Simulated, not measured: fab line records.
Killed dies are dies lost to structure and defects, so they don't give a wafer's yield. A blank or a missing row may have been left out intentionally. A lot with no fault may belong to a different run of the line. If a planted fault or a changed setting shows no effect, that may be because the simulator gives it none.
fab line records + flow rit_cmos
record
- lots=6
- wafers=18
- last_day=7
route steps=202 shown ACTIVE@1 FOX1@20 FOX2@23 M1@202
lots that met no fault: from a run of the same line without faults
start_h: the number of hours between the record's first day and the start of the first shown wafer of the lot + wait_h: hours elapsed since this lot's preceding step + " identical to the entry in the row above + L1.1+2: several wafers, shown together as one row + - no value, or no start was given + * or withheld: withheld + < > ~ a bound
route shown NAME@n: names a module that has steps shown in the file, with the first one's number in the route + usual: mean/standard deviation of fault-free wafers + same: alike in all rows + chamber/n: place in a boat + sites: readings site by site + _std_site: the values' standard deviation + _edge_site: the outer-site mean with the inner-site mean subtracted + radius_mm: how far each site lies from the wafer's centre + mask NAME#n: copy n + behind: the last tool/chamber to shape the wafer + hold: the reason the lot was held/the length of the hold in hours/how it ended + device: names the non-switching transistor (n, p or np) + end of line: the same wafers' tests at the end of the route + a step given without rows: its recipe and nothing more + killed: the dies lost at the first sort to structure and to defects; this is not the yield of the wafer + map: per-die view of a wafer (x killed, . not killed, _ where there is no die)
set.NAME: the setting that was run; set.NAME@STEP: the one run at that earlier step + model.NAME: the simulator's own value behind a step, which no gauge read
lots at selected steps of the route; one table per step, one row per wafer
services: a tool's chamber out of use, with start hour (start_h, from the record's first day; less than 0 if before it), hours out, and reason
## steps
# step RIT_ACTIVE_BOW_MEAS_00
# recipe
- mode=bow
# usual
- INCOMING_BOW=0/6
| lot.wafer | tool          | chamber | start_h | wait_h | INCOMING_BOW[um] |
|-----------|---------------|---------|---------|--------|------------------|
| L314.1    | film_metro-01 | -       | 25.00   | -      | 4                |
| L314.3    | "             | -       | "       | "      | 3                |
| L314.4    | "             | -       | "       | "      | -13              |
| L319.2    | film_metro-03 | -       | 50.02   | -      | -4               |
| L319.3    | "             | -       | "       | "      | -4               |
| L319.4    | "             | -       | "       | "      | -10              |
| L320.3    | film_metro-02 | -       | 55.04   | -      | 9                |
| L320.4    | "             | -       | "       | "      | 10               |
| L320.6    | "             | -       | "       | "      | 6                |
| L327.2    | film_metro-03 | -       | 90.02   | -      | -4               |
| L327.3    | "             | -       | "       | "      | -2               |
| L327.6    | "             | -       | "       | "      | -5               |
| L328.1    | film_metro-03 | -       | 95.00   | -      | 0                |
| L328.4    | "             | -       | "       | "      | 1                |
| L328.5    | "             | -       | "       | "      | 4                |
| L330.1    | film_metro-03 | -       | 105.00  | -      | 9                |
| L330.3    | "             | -       | "       | "      | 6                |
| L330.4    | "             | -       | "       | "      | -7               |
# step RIT_ACTIVE_OXIDATION_01
# recipe
- temp_c=991.7
- ambient=O2
- target_thk_a=468
- ox_time_s=3360
# step RIT_ACTIVE_THK_MEAS_02
# recipe
- reads=SiO2_of_ACTIVE_OXIDATION_01
# usual
- ACTIVE_OXIDE_THK=43.1/0.78
| lot.wafer | tool          | chamber | start_h | wait_h | ACTIVE_OXIDE_THK[nm] |
|-----------|---------------|---------|---------|--------|----------------------|
| L314.1    | film_metro-02 | -       | 27.05   | 0.0    | 45.2                 |
| L314.3    | "             | -       | "       | "      | 43.9                 |
| L314.4    | "             | -       | "       | "      | 44.2                 |
| L319.2    | film_metro-02 | -       | 53.04   | 0.0    | 43.3                 |
| L319.3    | "             | -       | "       | "      | 43.7                 |
| L319.4    | "             | -       | "       | "      | 43.5                 |
| L320.3    | film_metro-03 | -       | 60.48   | 0.0    | 41.3                 |
| L320.4    | "             | -       | "       | "      | 42.3                 |
| L320.6    | "             | -       | "       | "      | 41.5                 |
| L327.2    | film_metro-02 | -       | 93.31   | 0.0    | 41.3                 |
| L327.3    | "             | -       | "       | "      | 42.5                 |
| L327.6    | "             | -       | "       | "      | 41.7                 |
| L328.1    | film_metro-03 | -       | 97.91   | 0.0    | 42.8                 |
| L328.4    | "             | -       | "       | "      | 43.2                 |
| L328.5    | "             | -       | "       | "      | 44.2                 |
| L330.1    | film_metro-03 | -       | 109.91  | 0.0    | 44.2                 |
| L330.3    | "             | -       | "       | "      | 44.2                 |
| L330.4    | "             | -       | "       | "      | 44.7                 |
# step RIT_ACTIVE_CVD_03
# recipe
- material=Si3N4
- target_thk_nm=150
- temp_c=810
- precursor=SiH2Cl2/NH3
- time_s=1500
- pressure_mtorr=300
- sih2cl2_flow_sccm=60
- nh3_flow_sccm=150
# usual
- spike_tc_centre_C=813.8/1.1
- zone_power_centre_pct=37.5/2.5
- zone_power_source_pct=20.2/0.43
| lot.wafer | tool     | chamber | start_h | wait_h | spike_tc_centre_C | zone_power_centre_pct | zone_power_source_pct | model.Si3N4_of_ACTIVE_CVD_03.thk_nm |
|-----------|----------|---------|---------|--------|-------------------|-----------------------|-----------------------|-------------------------------------|
| L314.1    | lpcvd-02 | 0       | 27.11   | 0.1    | 813.8             | 37.2                  | 19.8                  | 149                                 |
| L314.3    | "        | 0       | "       | "      | 812.7             | 36.3                  | 19.6                  | 151.6                               |
| L314.4    | "        | 0       | "       | "      | 813.1             | 36.3                  | 20.0                  | 149                                 |
| L319.2    | lpcvd-01 | 1       | 53.09   | 0.0    | 814.0             | 35.4                  | 20.8                  | 149.8                               |
| L319.3    | "        | 1       | "       | "      | 812.8             | 35.4                  | 20.6                  | 151.1                               |
| L319.4    | "        | 1       | "       | "      | 813.6             | 35.2                  | 20.7                  | 149.4                               |
| L320.3    | lpcvd-02 | 0       | 61.42   | 0.9    | 812.8             | 36.8                  | 19.8                  | 151.5                               |
| L320.4    | "        | 0       | "       | "      | 814.2             | 36.9                  | 19.7                  | 150.9                               |
| L320.6    | "        | 0       | "       | "      | 813.5             | 36.8                  | 19.8                  | 151.8                               |
| L327.2    | lpcvd-01 | 1       | 93.36   | 0.0    | 813.9             | 36.0                  | 21.0                  | 148.2                               |
| L327.3    | "        | 1       | "       | "      | 812.8             | 34.9                  | 20.9                  | 147.6                               |
| L327.6    | "        | 1       | "       | "      | 815.3             | 35.1                  | 20.8                  | 149.3                               |
| L328.1    | lpcvd-02 | 0       | 100.88  | 3.0    | 842.5             | 46.6                  | 18.9                  | 190.6                               |
| L328.4    | "        | 0       | "       | "      | 841.7             | 46.9                  | 18.5                  | 166.7                               |
| L328.5    | "        | 0       | "       | "      | 839.7             | 47.1                  | 18.6                  | 161.5                               |
| L330.1    | lpcvd-02 | 0       | 109.97  | 0.1    | 840.9             | 46.8                  | 18.3                  | 157.2                               |
| L330.3    | "        | 0       | "       | "      | 840.9             | 46.3                  | 18.6                  | 167.4                               |
| L330.4    | "        | 0       | "       | "      | 839.7             | 48.2                  | 18.9                  | 173.2                               |
# step RIT_ACTIVE_THK_MEAS_04
# recipe
- reads=Si3N4_of_ACTIVE_CVD_03
# usual
- ACTIVE_NITRIDE_THK=150.2/1.2
| lot.wafer | tool          | chamber | start_h | wait_h | ACTIVE_NITRIDE_THK[nm] |
|-----------|---------------|---------|---------|--------|------------------------|
| L314.1    | film_metro-01 | -       | 28.53   | 0.0    | 149.0                  |
| L314.3    | "             | -       | "       | "      | 151.5                  |
| L314.4    | "             | -       | "       | "      | 149.0                  |
| L319.2    | film_metro-03 | -       | 55.22   | 0.0    | 149.7                  |
| L319.3    | "             | -       | "       | "      | 151.1                  |
| L319.4    | "             | -       | "       | "      | 149.3                  |
| L320.3    | film_metro-02 | -       | 62.86   | 0.0    | 151.6                  |
| L320.4    | "             | -       | "       | "      | 150.9                  |
| L320.6    | "             | -       | "       | "      | 151.9                  |
| L327.2    | film_metro-02 | -       | 95.49   | 0.0    | 148.2                  |
| L327.3    | "             | -       | "       | "      | 147.6                  |
| L327.6    | "             | -       | "       | "      | 149.4                  |
| L328.1    | film_metro-02 | -       | 103.01  | 0.0    | 190.7                  |
| L328.4    | "             | -       | "       | "      | 166.8                  |
| L328.5    | "             | -       | "       | "      | 161.5                  |
| L330.1    | film_metro-01 | -       | 112.09  | 0.0    | 157.3                  |
| L330.3    | "             | -       | "       | "      | 167.4                  |
| L330.4    | "             | -       | "       | "      | 173.1                  |
# step RIT_ACTIVE_HMDS_05
# recipe
- prime_time_s=60
- prime_temp_c=140
# step RIT_ACTIVE_COAT_06
# recipe
- resist=NOVOLAK
- spin_rpm=3250
- resist_thk_nm=1000
# step RIT_ACTIVE_SOFTBAKE_07
# recipe
- resist=NOVOLAK
- temp_c=90
- time_s=60
# step RIT_ACTIVE_EXPOSE_08
# recipe
- mask_id=M1
- na=0.6
- source_shape=conventional
- sigma_outer=0.6
- target_cd_nm=1400
- dose_mj=225
# step RIT_ACTIVE_PEB_09
# recipe
- resist=NOVOLAK
- temp_c=withheld
- time_s=withheld
# step RIT_ACTIVE_DEVELOP_10
# recipe
- resist=NOVOLAK
- develop_time_s=50
- dev_temp_c=23
# step RIT_ACTIVE_CD_MEAS_11
# recipe
- target_cd_nm=1400
# usual
- cd_nm=1400.3/2.2
| lot.wafer | tool      | chamber | start_h | wait_h | cd_nm  |
|-----------|-----------|---------|---------|--------|--------|
| L314.1    | cd_sem-02 | -       | 29.65   | -      | 1402.7 |
| L314.3    | "         | -       | "       | "      | 1402.2 |
| L314.4    | "         | -       | "       | "      | 1404.3 |
| L319.2    | cd_sem-02 | -       | 56.14   | -      | 1397.9 |
| L319.3    | "         | -       | "       | "      | 1398.7 |
| L319.4    | "         | -       | "       | "      | 1395.8 |
| L320.3    | cd_sem-02 | -       | 63.91   | -      | 1399.3 |
| L320.4    | "         | -       | "       | "      | 1398.0 |
| L320.6    | "         | -       | "       | "      | 1398.0 |
| L327.2    | cd_sem-01 | -       | 96.54   | -      | 1400.0 |
| L327.3    | "         | -       | "       | "      | 1401.4 |
| L327.6    | "         | -       | "       | "      | 1401.8 |
| L328.1    | cd_sem-01 | -       | 103.96  | -      | 1400.4 |
| L328.4    | "         | -       | "       | "      | 1400.4 |
| L328.5    | "         | -       | "       | "      | 1400.3 |
| L330.1    | cd_sem-01 | -       | 113.13  | -      | 1399.8 |
| L330.3    | "         | -       | "       | "      | 1398.2 |
| L330.4    | "         | -       | "       | "      | 1400.1 |
# step RIT_ACTIVE_HARDBAKE_12
# recipe
- resist=NOVOLAK
- temp_c=140
- time_s=60
# step RIT_ACTIVE_ETCH_13
# recipe
- stop_on=SiO2
- chemistry=SF6
- target=Si3N4
- time_s=210
- over_etch_frac=0.4
- SF6_flow_sccm=200
- pressure_mtorr=260
- rf_w=125
- target_depth_a=2100
# usual
- drypump_motor_current_A=5.7/0.3
- oes_product_au=0.818/0.012
- throttle_valve_pct=7.48/0.11
| lot.wafer | tool        | chamber | start_h | wait_h | drypump_motor_current_A | oes_product_au | rf_hours_counter_h | throttle_valve_pct | model.ACTIVE.feature_depth_nm | model.etch.depth_nm |
|-----------|-------------|---------|---------|--------|-------------------------|----------------|--------------------|--------------------|-------------------------------|---------------------|
| L314.1    | rie_diel-04 | 3       | 30.32   | 0.1    | 5.6                     | 0.799          | 95                 | 7.50               | 149.7                         | 149                 |
| L314.3    | "           | 1       | "       | "      | 5.2                     | 0.810          | 50                 | 7.51               | 151.6                         | 151.6               |
| L314.4    | "           | 3       | "       | "      | 5.6                     | 0.801          | -                  | 7.49               | 149.7                         | 149                 |
| L319.2    | rie_diel-01 | 3       | 56.39   | 0.1    | 5.9                     | 0.824          | 1                  | 7.47               | 149.8                         | 149.8               |
| L319.3    | "           | 2       | "       | "      | 5.4                     | 0.824          | 13                 | 7.36               | 151.6                         | 151.1               |
| L319.4    | "           | 0       | "       | "      | 6.1                     | 0.827          | 92                 | 7.67               | 149.9                         | 149.4               |
| L320.3    | rie_diel-01 | 1       | 64.14   | 0.1    | 5.8                     | 0.821          | 147                | 7.62               | 151.5                         | 151.5               |
| L320.4    | "           | 3       | "       | "      | 5.9                     | 0.831          | 1                  | 7.45               | 150.9                         | 150.9               |
| L320.6    | "           | 3       | "       | "      | 5.8                     | 0.833          | -                  | 7.47               | 151.8                         | 151.8               |
| L327.2    | rie_diel-04 | 0       | 96.79   | 0.1    | 6.1                     | 0.804          | 34                 | 7.56               | 148.2                         | 148.2               |
| L327.3    | "           | 2       | "       | "      | 5.2                     | 0.818          | 134                | 7.47               | 148.3                         | 147.6               |
| L327.6    | "           | 0       | "       | "      | 6.1                     | 0.807          | -                  | 7.56               | 149.3                         | 149.3               |
| L328.1    | rie_diel-02 | 0       | 104.23  | 0.1    | 5.6                     | 0.968          | 2                  | 7.48               | 191.3                         | 190.6               |
| L328.4    | "           | 1       | "       | "      | 5.6                     | 0.861          | 27                 | 7.29               | 166.7                         | 166.7               |
| L328.5    | "           | 0       | "       | "      | 5.6                     | 0.874          | -                  | 7.45               | 162.2                         | 161.5               |
| L330.1    | rie_diel-02 | 2       | 113.40  | 0.1    | 6.1                     | 0.837          | 130                | 7.32               | 157.2                         | 157.2               |
| L330.3    | "           | 1       | "       | "      | 5.6                     | 0.868          | 28                 | 7.29               | 167.4                         | 167.4               |
| L330.4    | "           | 0       | "       | "      | 5.7                     | 0.902          | 3                  | 7.47               | 173.9                         | 173.2               |
# step RIT_ACTIVE_STRIP_14
# recipe
- chemistry=O2
- time_s=180
- resist=NOVOLAK
- platen_temp_c=withheld
- power_w=500
- pressure_mtorr=4145
- o2_flow_sccm=4000
# usual
- drypump_motor_current_A=5.8/0.54
| lot.wafer | tool            | chamber | start_h | wait_h | drypump_motor_current_A | rf_hours_counter_h |
|-----------|-----------------|---------|---------|--------|-------------------------|--------------------|
| L314.1    | plasma_asher-01 | 0       | 30.45   | 0.1    | 5.0                     | 39                 |
| L314.3    | "               | 0       | "       | "      | 5.0                     | -                  |
| L314.4    | "               | 1       | "       | "      | 6.4                     | -                  |
| L319.2    | plasma_asher-04 | 1       | 56.53   | 0.1    | 6.2                     | 43                 |
| L319.3    | "               | 1       | "       | "      | 6.2                     | -                  |
| L319.4    | "               | 0       | "       | "      | 5.1                     | -                  |
| L320.3    | plasma_asher-02 | 0       | 64.34   | 0.1    | 6.1                     | -                  |
| L320.4    | "               | 1       | "       | "      | 6.1                     | -                  |
| L320.6    | "               | 0       | "       | "      | 6.1                     | -                  |
| L327.2    | plasma_asher-01 | 0       | 96.92   | 0.1    | 5.0                     | 45                 |
| L327.3    | "               | 1       | "       | "      | 6.4                     | -                  |
| L327.6    | "               | 1       | "       | "      | 6.4                     | -                  |
| L328.1    | plasma_asher-04 | 0       | 104.36  | 0.1    | 5.1                     | 48                 |
| L328.4    | "               | 1       | "       | "      | 6.2                     | -                  |
| L328.5    | "               | 0       | "       | "      | 5.1                     | -                  |
| L330.1    | plasma_asher-04 | 1       | 113.53  | 0.1    | 6.2                     | 50                 |
| L330.3    | "               | 1       | "       | "      | 6.2                     | -                  |
| L330.4    | "               | 0       | "       | "      | 5.1                     | -                  |
# step RIT_ACTIVE_CD_MEAS_90
# recipe
- target_cd_nm=1400
# usual
- cd_nm=1400.3/2.2
| lot.wafer | tool      | chamber | start_h | wait_h | cd_nm  |
|-----------|-----------|---------|---------|--------|--------|
| L314.1    | cd_sem-02 | -       | 30.62   | 0.1    | 1402.8 |
| L314.3    | "         | -       | "       | "      | 1402.5 |
| L314.4    | "         | -       | "       | "      | 1404.7 |
| L319.2    | cd_sem-02 | -       | 56.72   | 0.1    | 1398.2 |
| L319.3    | "         | -       | "       | "      | 1398.5 |
| L319.4    | "         | -       | "       | "      | 1396.4 |
| L320.3    | cd_sem-02 | -       | 64.49   | 0.1    | 1398.9 |
| L320.4    | "         | -       | "       | "      | 1398.0 |
| L320.6    | "         | -       | "       | "      | 1398.2 |
| L327.2    | cd_sem-01 | -       | 97.12   | 0.1    | 1399.7 |
| L327.3    | "         | -       | "       | "      | 1401.0 |
| L327.6    | "         | -       | "       | "      | 1402.0 |
| L328.1    | cd_sem-01 | -       | 104.53  | 0.1    | 1400.1 |
| L328.4    | "         | -       | "       | "      | 1400.2 |
| L328.5    | "         | -       | "       | "      | 1400.2 |
| L330.1    | cd_sem-02 | -       | 113.71  | 0.1    | 1400.0 |
| L330.3    | "         | -       | "       | "      | 1398.4 |
| L330.4    | "         | -       | "       | "      | 1399.8 |
# step RIT_ACTIVE_CLEAN_15
# recipe
- chemistry=SC1
- mix=3:3:50
- time_s=600
- temp_c=75
# step RIT_ACTIVE_CLEAN_16
# recipe
- chemistry=dHF
- dilution=50:1
- time_s=30
# step RIT_ACTIVE_CLEAN_17
# recipe
- chemistry=SC2
- mix=3:3:50
- time_s=600
- temp_c=75
- dry=n2_spin
# step RIT_FOX1_OXIDATION_00
# recipe
- temp_c=1100
- ambient=H2O
- target_thk_a=3507
- p_h2o_torr=720
- ox_time_s=1130
# step RIT_FOX1_THK_MEAS_01
# recipe
- reads=SiO2_of_FOX1_OXIDATION_00
# usual
- FOX1_OXIDE_THK=351/7.7
| lot.wafer | tool          | chamber | start_h | wait_h | FOX1_OXIDE_THK[nm] |
|-----------|---------------|---------|---------|--------|--------------------|
| L314.1    | film_metro-04 | -       | 33.94   | 0.0    | 359                |
| L314.3    | "             | -       | "       | "      | 361                |
| L314.4    | "             | -       | "       | "      | 361                |
| L319.2    | film_metro-02 | -       | 61.79   | 0.0    | 341                |
| L319.3    | "             | -       | "       | "      | 338                |
| L319.4    | "             | -       | "       | "      | 340                |
| L320.3    | film_metro-04 | -       | 67.88   | 0.0    | 363                |
| L320.4    | "             | -       | "       | "      | 360                |
| L320.6    | "             | -       | "       | "      | 364                |
| L327.2    | film_metro-02 | -       | 98.91   | 0.0    | 346                |
| L327.3    | "             | -       | "       | "      | 350                |
| L327.6    | "             | -       | "       | "      | 352                |
| L328.1    | film_metro-04 | -       | 108.09  | 0.0    | 352                |
| L328.4    | "             | -       | "       | "      | 355                |
| L328.5    | "             | -       | "       | "      | 350                |
| L330.1    | film_metro-02 | -       | 117.09  | 0.0    | 351                |
| L330.3    | "             | -       | "       | "      | 343                |
| L330.4    | "             | -       | "       | "      | 347                |
# step RIT_FOX1_WET_ETCH_02
# recipe
- chemistry=BOE
- target_depth_nm=350
- time_s=390
- temp_c=21.5
- dry=n2_spin
- dilution=10:1
- target=SiO2
# step RIT_FOX2_OXIDATION_00
# recipe
- temp_c=1100
- ambient=H2O
- target_thk_a=3507
- p_h2o_torr=720
- ox_time_s=1130
# step RIT_FOX2_THK_MEAS_01
# recipe
- reads=SiO2_of_FOX2_OXIDATION_00
# usual
- FOX2_OXIDE_THK=353/6.1
| lot.wafer | tool          | chamber | start_h | wait_h | FOX2_OXIDE_THK[nm] |
|-----------|---------------|---------|---------|--------|--------------------|
| L314.1    | film_metro-04 | -       | 35.86   | 0.0    | 356                |
| L314.3    | "             | -       | "       | "      | 355                |
| L314.4    | "             | -       | "       | "      | 357                |
| L319.2    | film_metro-01 | -       | 66.56   | 0.0    | 358                |
| L319.3    | "             | -       | "       | "      | 359                |
| L319.4    | "             | -       | "       | "      | 352                |
| L320.3    | film_metro-01 | -       | 69.67   | 0.0    | 344                |
| L320.4    | "             | -       | "       | "      | 350                |
| L320.6    | "             | -       | "       | "      | 345                |
| L327.2    | film_metro-04 | -       | 101.89  | 0.0    | 354                |
| L327.3    | "             | -       | "       | "      | 352                |
| L327.6    | "             | -       | "       | "      | 355                |
| L328.1    | film_metro-04 | -       | 111.29  | 0.0    | 353                |
| L328.4    | "             | -       | "       | "      | 357                |
| L328.5    | "             | -       | "       | "      | 347                |
| L330.1    | film_metro-04 | -       | 119.06  | 0.0    | 351                |
| L330.3    | "             | -       | "       | "      | 348                |
| L330.4    | "             | -       | "       | "      | 353                |
# step RIT_FOX2_CLEAN_02
# recipe
- chemistry=dHF
- dilution=50:1
- time_s=180
| lot.wafer | tool         | chamber | start_h | wait_h | model.Si3N4_of_ACTIVE_CVD_03.thk_nm |
|-----------|--------------|---------|---------|--------|-------------------------------------|
| L314.1+4  | wet_bench-01 | 1       | 35.92   | 0.1    | 129.7                               |
| L314.3    | "            | 1       | "       | "      | 132.3                               |
| L319.2    | wet_bench-04 | 0       | 66.61   | 0.0    | 130.6                               |
| L319.3    | "            | 0       | "       | "      | 131.9                               |
| L319.4    | "            | 0       | "       | "      | 130.2                               |
| L320.3    | wet_bench-02 | 1       | 69.71   | 0.0    | 132.2                               |
| L320.4    | "            | 1       | "       | "      | 131.7                               |
| L320.6    | "            | 1       | "       | "      | 132.6                               |
| L327.2    | wet_bench-01 | 2       | 101.94  | 0.0    | 129.1                               |
| L327.3    | "            | 2       | "       | "      | 128.4                               |
| L327.6    | "            | 2       | "       | "      | 130.1                               |
| L328.1    | wet_bench-02 | 0       | 111.35  | 0.1    | 171.4                               |
| L328.4    | "            | 0       | "       | "      | 147.5                               |
| L328.5    | "            | 0       | "       | "      | 142.3                               |
| L330.1    | wet_bench-04 | 3       | 119.12  | 0.1    | 137.9                               |
| L330.3    | "            | 3       | "       | "      | 148.1                               |
| L330.4    | "            | 3       | "       | "      | 153.9                               |
# step RIT_FOX2_WET_ETCH_03
# recipe
- chemistry=H3PO4
- target=Si3N4
- target_depth_nm=195
- temp_c=165
- time_s=2700
# step RIT_M1_PROBE_99
# usual
- killed_at_contacts=0.0/0.16
- killed_at_front_end=7/3.1
- killed_dies=7/3.1
- killed_open=3.6/2.2
- killed_short=3.4/2.1
# same
- gross_dies=264
- killed_at_M0_to_M3=0
- killed_at_M4_up=0
- killed_at_back_side=0
- killed_at_other=0
| lot.wafer | tool      | chamber | start_h | wait_h | killed_at_contacts | killed_at_front_end | killed_dies | killed_open | killed_short |
|-----------|-----------|---------|---------|--------|--------------------|---------------------|-------------|-------------|--------------|
| L320.3    | prober-02 | -       | 115.29  | 0.2    | 0                  | 8                   | 8           | 6           | 2            |
| L320.4    | prober-02 | -       | 115.34  | 0.2    | 0                  | 9                   | 9           | 5           | 4            |
| L320.6    | prober-02 | -       | 115.44  | 0.2    | 0                  | 5                   | 5           | 4           | 1            |
| L330.1    | prober-01 | -       | 170.01  | 0.1    | 0                  | 9                   | 9           | 4           | 5            |
| L330.3    | prober-01 | -       | 170.11  | 0.2    | 0                  | 8                   | 8           | 5           | 3            |
| L330.4    | prober-01 | -       | 170.16  | 0.2    | 0                  | 8                   | 8           | 6           | 2            |
# killed by level:class
L320.3 FOX2:geometric_particle:open=2 SPACER:geometric_particle:open=2 FOX1:geometric_particle:open=1 FOX2:geometric_particle:short=1 GATE:geometric_particle:open=1 SPACER:geometric_particle:short=1
L320.4 FOX2:geometric_particle:open=2 GATE:geometric_particle:open=2 GATE:geometric_particle:short=2 FOX1:geometric_particle:short=1 REOX:geometric_particle:open=1 SILICIDE:geometric_particle:short=1
L320.6 GATE:geometric_particle:open=3 FOX1:geometric_particle:open=1 SILICIDE:geometric_particle:short=1
L330.1 REOX:geometric_particle:short=4 GATE:geometric_particle:open=3 GATE:geometric_particle:short=1 REOX:geometric_particle:open=1
L330.3 GATE:geometric_particle:open=2 SILICIDE:geometric_particle:open=2 FOX1:geometric_particle:short=1 GATE:geometric_particle:short=1 REOX:geometric_particle:open=1 SILICIDE:geometric_particle:short=1
L330.4 GATE:geometric_particle:open=4 GATE:geometric_particle:short=1 REOX:geometric_particle:open=1 REOX:geometric_particle:short=1 SILICIDE:geometric_particle:open=1
## services
| tool            | chamber | start_h | hours | kind           |
|-----------------|---------|---------|-------|----------------|
| rie_diel-04     | 2       | 5.59    | 25.7  | repair         |
| rie_diel-01     | 3       | 10.45   | -     | clean          |
| rie_diel-01     | 3       | 10.45   | 19.0  | scheduled_down |
| rie_diel-01     | 3       | 10.45   | 19.0  | vent_cycle     |
| plasma_asher-01 | -       | 10.81   | 3.7   | repair         |
| rie_diel-04     | 0       | 21.92   | 3.9   | repair         |
| rie_diel-01     | -       | 33.21   | 2.8   | pm             |
| plasma_asher-02 | -       | 34.74   | 1.7   | repair         |
| rie_diel-01     | 2       | 37.48   | 6.7   | repair         |
| plasma_asher-01 | -       | 38.09   | 5.4   | repair         |
| rie_diel-04     | 3       | 60.48   | 3.4   | repair         |
| rie_diel-01     | 0       | 64.56   | 14.7  | repair         |
| plasma_asher-02 | -       | 68.80   | 1.6   | repair         |
| plasma_asher-01 | -       | 100.24  | 14.6  | pm             |
| lpcvd-01        | -       | 108.14  | 28.1  | pm             |
| plasma_asher-02 | -       | 108.75  | 9.0   | pm             |
| plasma_asher-02 | 0       | 108.75  | 9.0   | vent_cycle     |
| plasma_asher-02 | 1       | 108.75  | 9.0   | vent_cycle     |
| plasma_asher-02 | 0       | 117.75  | -     | clean          |
| plasma_asher-02 | 1       | 117.75  | -     | clean          |
## key
first_sign
- step=RIT_ACTIVE_CVD_03
- reading=spike_tc_centre_C
- direction=up
- sigmas=25
- usual=813.8
- struck=840.9
effect
- step=RIT_ACTIVE_CVD_03
- reading=zone_power_centre_pct
- direction=up
- sigmas=3.8
- usual=37.5
- struck=47.0
effect
- step=RIT_ACTIVE_THK_MEAS_04
- reading=ACTIVE_NITRIDE_THK
- direction=up
- sigmas=16
- usual=150.2
- struck=169.5
effect
- step=RIT_ACTIVE_ETCH_13
- reading=oes_product_au
- direction=up
- sigmas=5.5
- usual=0.818
- struck=0.885
- wafers_moved=5
model_effect
- step=RIT_ACTIVE_CVD_03
- value=Si3N4_of_ACTIVE_CVD_03.thk_nm
- without=151.3
- struck=169.4
model_effect
- step=RIT_ACTIVE_ETCH_13
- value=ACTIVE.feature_depth_nm
- without=151.7
- struck=169.8
model_effect
- step=RIT_FOX2_CLEAN_02
- value=Si3N4_of_ACTIVE_CVD_03.thk_nm
- without=132
- struck=150.2
met_at RIT_ACTIVE_CVD_03
struck_wafers L328.1,L328.4,L328.5,L330.1,L330.3,L330.4
tester_left_out L328,L330
onset_between 61.42 100.88
fault
- kind=process_parameter_drift
- tool=lpcvd-02
- chamber=-
- onset_h=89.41
- steps=RIT_ACTIVE_CVD_03
- channel=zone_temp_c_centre
- offset=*
- shape=step
- end_h=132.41
# tester_left_out: of these lots the tester's yield and bins aren't shown, on N5 and GAA mostly nor the transistor test; their killed dies are dies lost to structure and defects alone, not to doping, threshold or leakage, so they don't give the yield
